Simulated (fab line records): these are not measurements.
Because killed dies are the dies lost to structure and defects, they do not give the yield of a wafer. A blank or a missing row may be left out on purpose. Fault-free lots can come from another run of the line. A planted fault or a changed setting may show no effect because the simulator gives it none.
Which tool is to blame? / flow berkeley-cmos170 / 14 lots, 41 wafers sampled, at 6 steps of a route of 331

WHAT THE GAUGES SHOWED, per wafer
UCB170_NSD_OVL_MEAS_07. Usual: NSD_OVL 3 nm, standard deviation 5.1.
lot=L193; measured=day 5 20:31; on=overlay-01; NSD_OVL (nm)=12 -2 3; flag=
lot=L194; measured=day 6 21:19; on=overlay-01; NSD_OVL (nm)=6 9 6; flag=
lot=L195; measured=day 7 06:50; on=overlay-02; NSD_OVL (nm)=3 -1 0; flag=
lot=L197; measured=day 7 23:07; on=overlay-01; NSD_OVL (nm)=-1 -2 -2; flag=
lot=L200; measured=day 8 10:05; on=overlay-02; NSD_OVL (nm)=1 -6 0; flag=
lot=L202; measured=day 8 13:54; on=overlay-02; NSD_OVL (nm)=4 -1 -6; flag=
lot=L203; measured=day 8 23:55; on=overlay-01; NSD_OVL (nm)=0 5 4; flag=
lot=L205; measured=day 9 00:03; on=overlay-01; NSD_OVL (nm)=1 3 -3; flag=
lot=L204; measured=day 9 09:59; on=overlay-01; NSD_OVL (nm)=4 4 6; flag=
lot=L207; measured=day 9 10:16; on=overlay-02; NSD_OVL (nm)=-7 6 -4; flag=
lot=L208; measured=day 9 15:49; on=overlay-02; NSD_OVL (nm)=4 2 7; flag=
lot=L210; measured=day 10 10:29; on=overlay-02; NSD_OVL (nm)=5 7 2; flag=
lot=L211; measured=day 10 19:52; on=overlay-01; NSD_OVL (nm)=-4 -1; flag=
lot=L216; measured=day 11 11:08; on=overlay-01; NSD_OVL (nm)=7 1 1; flag=

UCB170_M1_THK_MEAS_02: measures by xrf. Usual: M1_AL_THK 604 nm, standard deviation 8.4.
lot=L193; measured=day 6 03:58; on=film-metro-01; M1_AL_THK (nm)=619 605 618; flag=
lot=L194; measured=day 7 06:11; on=film-metro-04; M1_AL_THK (nm)=617 616 613; flag=
lot=L195; measured=day 7 16:03; on=film-metro-01; M1_AL_THK (nm)=595 602 589; flag=
lot=L197; measured=day 8 08:55; on=film-metro-01; M1_AL_THK (nm)=599 599 596; flag=
lot=L200; measured=day 8 18:47; on=film-metro-04; M1_AL_THK (nm)=596 595 595; flag=
lot=L202; measured=day 8 21:26; on=film-metro-02; M1_AL_THK (nm)=591 597 603; flag=
lot=L203; measured=day 9 09:44; on=film-metro-02; M1_AL_THK (nm)=596 587 590; flag=
lot=L205; measured=day 9 09:53; on=film-metro-04; M1_AL_THK (nm)=611 602 612; flag=
lot=L204; measured=day 10 02:26; on=film-metro-01; M1_AL_THK (nm)=613 610 605; flag=
lot=L207; measured=day 10 02:34; on=film-metro-02; M1_AL_THK (nm)=594 597 594; flag=
lot=L208; measured=day 10 03:28; on=film-metro-01; M1_AL_THK (nm)=603 598 601; flag=
lot=L210; measured=day 10 22:23; on=film-metro-04; M1_AL_THK (nm)=611 603 613; flag=
lot=L211; measured=day 11 04:57; on=film-metro-04; M1_AL_THK (nm)=614 616; flag=
lot=L216; measured=day 11 19:06; on=film-metro-02; M1_AL_THK (nm)=612 604 609; flag=

UCB170_M2_RS_MEAS_02: measures by four-point-probe. Usual: M2_AL_RS 0.0322 ohm/sq, standard deviation 0.00039.
lot=L193; measured=day 6 13:43; on=film-metro-01; M2_AL_RS (ohm/sq)=0.0326 0.0321 0.0323; flag=
lot=L194; measured=day 7 16:17; on=film-metro-01; M2_AL_RS (ohm/sq)=0.0313 0.0319 0.0321; flag=
lot=L195; measured=day 7 23:22; on=film-metro-04; M2_AL_RS (ohm/sq)=0.0311 0.0320 0.0319; flag=
lot=L197; measured=day 8 16:03; on=film-metro-03; M2_AL_RS (ohm/sq)=0.0323 0.0322 0.0322; flag=
lot=L200; measured=day 9 03:49; on=film-metro-03; M2_AL_RS (ohm/sq)=0.0329 0.0323 0.0323; flag=
lot=L202; measured=day 9 04:43; on=film-metro-03; M2_AL_RS (ohm/sq)=0.0312 0.0318 0.0319; flag=
lot=L203; measured=day 9 18:20; on=film-metro-03; M2_AL_RS (ohm/sq)=0.0323 0.0322 0.0323; flag=
lot=L205; measured=day 9 18:35; on=film-metro-01; M2_AL_RS (ohm/sq)=0.0322 0.0325 0.0324; flag=
lot=L204; measured=day 10 10:19; on=film-metro-01; M2_AL_RS (ohm/sq)=0.0317 0.0323 0.0317; flag=
lot=L207; measured=day 10 10:53; on=film-metro-03; M2_AL_RS (ohm/sq)=0.0321 0.0323 0.0324; flag=
lot=L208; measured=day 10 11:12; on=film-metro-01; M2_AL_RS (ohm/sq)=0.0324 0.0320 0.0323; flag=
lot=L210; measured=day 11 09:22; on=film-metro-03; M2_AL_RS (ohm/sq)=0.0323 0.0642 0.0321 0.0323 0.0642 0.0322; flag=OFF
lot=L211; measured=day 11 14:43; on=film-metro-01; M2_AL_RS (ohm/sq)=0.0636 0.0320 0.0637 0.0321; flag=OFF
lot=L216; measured=day 12 04:53; on=film-metro-03; M2_AL_RS (ohm/sq)=0.0315 0.0322 0.0319; flag=

UCB170_M2_THK_MEAS_03: measures by xrf. Usual: M2_AL_THK 896 nm, standard deviation 13.
lot=L193; measured=day 6 13:49; on=film-metro-01; M2_AL_THK (nm)=884 900 894; flag=
lot=L194; measured=day 7 16:24; on=film-metro-01; M2_AL_THK (nm)=920 893 893; flag=
lot=L195; measured=day 7 23:29; on=film-metro-04; M2_AL_THK (nm)=930 913 908; flag=
lot=L197; measured=day 8 16:09; on=film-metro-03; M2_AL_THK (nm)=891 894 892; flag=
lot=L200; measured=day 9 03:56; on=film-metro-03; M2_AL_THK (nm)=878 890 886; flag=
lot=L202; measured=day 9 04:50; on=film-metro-03; M2_AL_THK (nm)=918 909 896; flag=
lot=L203; measured=day 9 18:26; on=film-metro-03; M2_AL_THK (nm)=891 892 886; flag=
lot=L205; measured=day 9 18:41; on=film-metro-01; M2_AL_THK (nm)=893 882 886; flag=
lot=L204; measured=day 10 10:25; on=film-metro-01; M2_AL_THK (nm)=905 891 903; flag=
lot=L207; measured=day 10 11:00; on=film-metro-03; M2_AL_THK (nm)=892 891 889; flag=
lot=L208; measured=day 10 11:19; on=film-metro-01; M2_AL_THK (nm)=885 894 884; flag=
lot=L210; measured=day 11 13:40; on=film-metro-03; M2_AL_THK (nm)=889 455 898 892 453 899; flag=OFF
lot=L211; measured=day 11 16:55; on=film-metro-01; M2_AL_THK (nm)=457 895 461 897; flag=OFF
lot=L216; measured=day 12 04:59; on=film-metro-03; M2_AL_THK (nm)=915 895 902; flag=

EACH LOT AND THE TOOL THAT RAN IT (in order: tool; ch and the chambers of the sampled wafers; start)
lot=L193; UCB170_NSD_STRIP_09=plasma-asher-04 ch 0, day 5 20:42; UCB170_M2_SPUTTER_01=pvd-sputter-04, day 6 13:36
lot=L194; UCB170_NSD_STRIP_09=plasma-asher-04 ch 0,1, day 6 21:30; UCB170_M2_SPUTTER_01=pvd-sputter-01, day 7 16:12
lot=L195; UCB170_NSD_STRIP_09=plasma-asher-03 ch 0,1, day 7 07:01; UCB170_M2_SPUTTER_01=pvd-sputter-01, day 7 23:16
lot=L197; UCB170_NSD_STRIP_09=plasma-asher-04 ch 0,1, day 7 23:19; UCB170_M2_SPUTTER_01=pvd-sputter-01, day 8 15:55
lot=L200; UCB170_NSD_STRIP_09=plasma-asher-03 ch 0,1, day 8 10:16; UCB170_M2_SPUTTER_01=pvd-sputter-03, day 9 03:44
lot=L202; UCB170_NSD_STRIP_09=plasma-asher-04 ch 0,1, day 8 14:05; UCB170_M2_SPUTTER_01=pvd-sputter-04, day 9 04:38
lot=L203; UCB170_NSD_STRIP_09=plasma-asher-04 ch 0,1, day 9 00:06; UCB170_M2_SPUTTER_01=pvd-sputter-03, day 9 18:13
lot=L205; UCB170_NSD_STRIP_09=plasma-asher-03 ch 0,1, day 9 00:17; UCB170_M2_SPUTTER_01=pvd-sputter-01, day 9 18:28
lot=L204; UCB170_NSD_STRIP_09=plasma-asher-04 ch 0,1, day 9 10:10; UCB170_M2_SPUTTER_01=pvd-sputter-03, day 10 10:12
lot=L207; UCB170_NSD_STRIP_09=plasma-asher-03 ch 0,1, day 9 10:26; UCB170_M2_SPUTTER_01=pvd-sputter-04, day 10 10:47
lot=L208; UCB170_NSD_STRIP_09=plasma-asher-03 ch 0,1, day 9 16:00; UCB170_M2_SPUTTER_01=pvd-sputter-03, day 10 11:05
lot=L210; UCB170_NSD_STRIP_09=plasma-asher-02 ch 0,1, day 10 10:40; UCB170_M2_SPUTTER_01=pvd-sputter-01, day 11 09:16
lot=L211; UCB170_NSD_STRIP_09=plasma-asher-02 ch 1, day 10 20:04; UCB170_M2_SPUTTER_01=pvd-sputter-01, day 11 14:34
lot=L216; UCB170_NSD_STRIP_09=plasma-asher-04 ch 0,1, day 11 11:19; UCB170_M2_SPUTTER_01=pvd-sputter-04, day 12 04:46
- UCB170_NSD_STRIP_09: strips in O2.
- UCB170_M2_SPUTTER_01: material Al, target thk 900 nm, time 120 s.

AS READ BY THE TOOLS THEMSELVES (means over the sampled wafers that have a number; for cases with no such wafer, the mark the record gives instead)
UCB170_NSD_STRIP_09. Usual: drypump-motor-current-A 5.7 A, standard deviation 0.51; oes-product-au 0.534 a.u., standard deviation 0.0042; strip-time-to-endpoint-s 35.85 s, standard deviation 0.084.
lot=L193; tool=plasma-asher-04; drypump-motor-current-A (A)=5.8; oes-product-au (a.u.)=0.533; strip-time-to-endpoint-s (s)=35.83; flag=
lot=L194; tool=plasma-asher-04; drypump-motor-current-A (A)=5.5; oes-product-au (a.u.)=0.532; strip-time-to-endpoint-s (s)=35.88; flag=
lot=L195; tool=plasma-asher-03; drypump-motor-current-A (A)=6.1; oes-product-au (a.u.)=0.532; strip-time-to-endpoint-s (s)=35.98; flag=
lot=L197; tool=plasma-asher-04; drypump-motor-current-A (A)=5.4; oes-product-au (a.u.)=0.531; strip-time-to-endpoint-s (s)=35.86; flag=
lot=L200; tool=plasma-asher-03; drypump-motor-current-A (A)=6.1; oes-product-au (a.u.)=0.535; strip-time-to-endpoint-s (s)=35.82; flag=
lot=L202; tool=plasma-asher-04; drypump-motor-current-A (A)=5.1; oes-product-au (a.u.)=0.535; strip-time-to-endpoint-s (s)=35.95; flag=
lot=L203; tool=plasma-asher-04; drypump-motor-current-A (A)=5.1; oes-product-au (a.u.)=0.540; strip-time-to-endpoint-s (s)=35.85; flag=
lot=L205; tool=plasma-asher-03; drypump-motor-current-A (A)=6.1; oes-product-au (a.u.)=0.532; strip-time-to-endpoint-s (s)=35.88; flag=
lot=L204; tool=plasma-asher-04; drypump-motor-current-A (A)=5.1; oes-product-au (a.u.)=0.529; strip-time-to-endpoint-s (s)=35.99; flag=
lot=L207; tool=plasma-asher-03; drypump-motor-current-A (A)=6.0; oes-product-au (a.u.)=0.535; strip-time-to-endpoint-s (s)=35.92; flag=
lot=L208; tool=plasma-asher-03; drypump-motor-current-A (A)=6.1; oes-product-au (a.u.)=0.532; strip-time-to-endpoint-s (s)=35.88; flag=
lot=L210; tool=plasma-asher-02; drypump-motor-current-A (A)=6.0; oes-product-au (a.u.)=0.532; strip-time-to-endpoint-s (s)=35.80; flag=
lot=L211; tool=plasma-asher-02; drypump-motor-current-A (A)=5.4; oes-product-au (a.u.)=0.528; strip-time-to-endpoint-s (s)=35.80; flag=
lot=L216; tool=plasma-asher-04; drypump-motor-current-A (A)=5.4; oes-product-au (a.u.)=0.535; strip-time-to-endpoint-s (s)=35.70; flag=

UCB170_M2_SPUTTER_01. Usual: throttle-valve-pct at 29.9 %, with a standard deviation of 1.3.
lot=L193; tool=pvd-sputter-04; throttle-valve-pct (%)=29.2; flag=
lot=L194; tool=pvd-sputter-01; throttle-valve-pct (%)=29.3; flag=
lot=L195; tool=pvd-sputter-01; throttle-valve-pct (%)=29.3; flag=
lot=L197; tool=pvd-sputter-01; throttle-valve-pct (%)=30.5; flag=
lot=L200; tool=pvd-sputter-03; throttle-valve-pct (%)=29.8; flag=
lot=L202; tool=pvd-sputter-04; throttle-valve-pct (%)=29.6; flag=
lot=L203; tool=pvd-sputter-03; throttle-valve-pct (%)=29.6; flag=
lot=L205; tool=pvd-sputter-01; throttle-valve-pct (%)=30.3; flag=
lot=L204; tool=pvd-sputter-03; throttle-valve-pct (%)=29.6; flag=
lot=L207; tool=pvd-sputter-04; throttle-valve-pct (%)=30.1; flag=
lot=L208; tool=pvd-sputter-03; throttle-valve-pct (%)=29.8; flag=
lot=L210; tool=pvd-sputter-01; throttle-valve-pct (%)=31.0; flag=
lot=L211; tool=pvd-sputter-01; throttle-valve-pct (%)=31.2; flag=
lot=L216; tool=pvd-sputter-04; throttle-valve-pct (%)=29.6; flag=

THE ANSWER, worked out from the rows above alone
Rule: take the mean of a lot's wafers that have a number; if it is more than 3 standard deviations from the usual mean, the lot is off. A lot without any number at a reading at which 4 lots or more have one is off too. The other lots that the step has rows for count as sound. Order of review: gauges by route order, followed by the tools' own readings, for which a lot's mean as printed above is used. The first step at which some lot is off is used, and at that step the reading that is off furthest; a lot without a number counts as furthest.
Off: at UCB170_M2_RS_MEAS_02 (M2_AL_RS), L210, L211.
A tool fits if, at a process step before that reading, it ran every lot that is off, and no sound lot after the first of them. Gauges at UCB170_M2_RS_MEAS_02: tried the same way as those tools. Undecided on this evidence; 2 tools fit (plasma-asher-02 at UCB170_NSD_STRIP_09, pvd-sputter-01 at UCB170_M2_SPUTTER_01).

WHAT HAD BEEN PUT IN BY THE SIMULATOR
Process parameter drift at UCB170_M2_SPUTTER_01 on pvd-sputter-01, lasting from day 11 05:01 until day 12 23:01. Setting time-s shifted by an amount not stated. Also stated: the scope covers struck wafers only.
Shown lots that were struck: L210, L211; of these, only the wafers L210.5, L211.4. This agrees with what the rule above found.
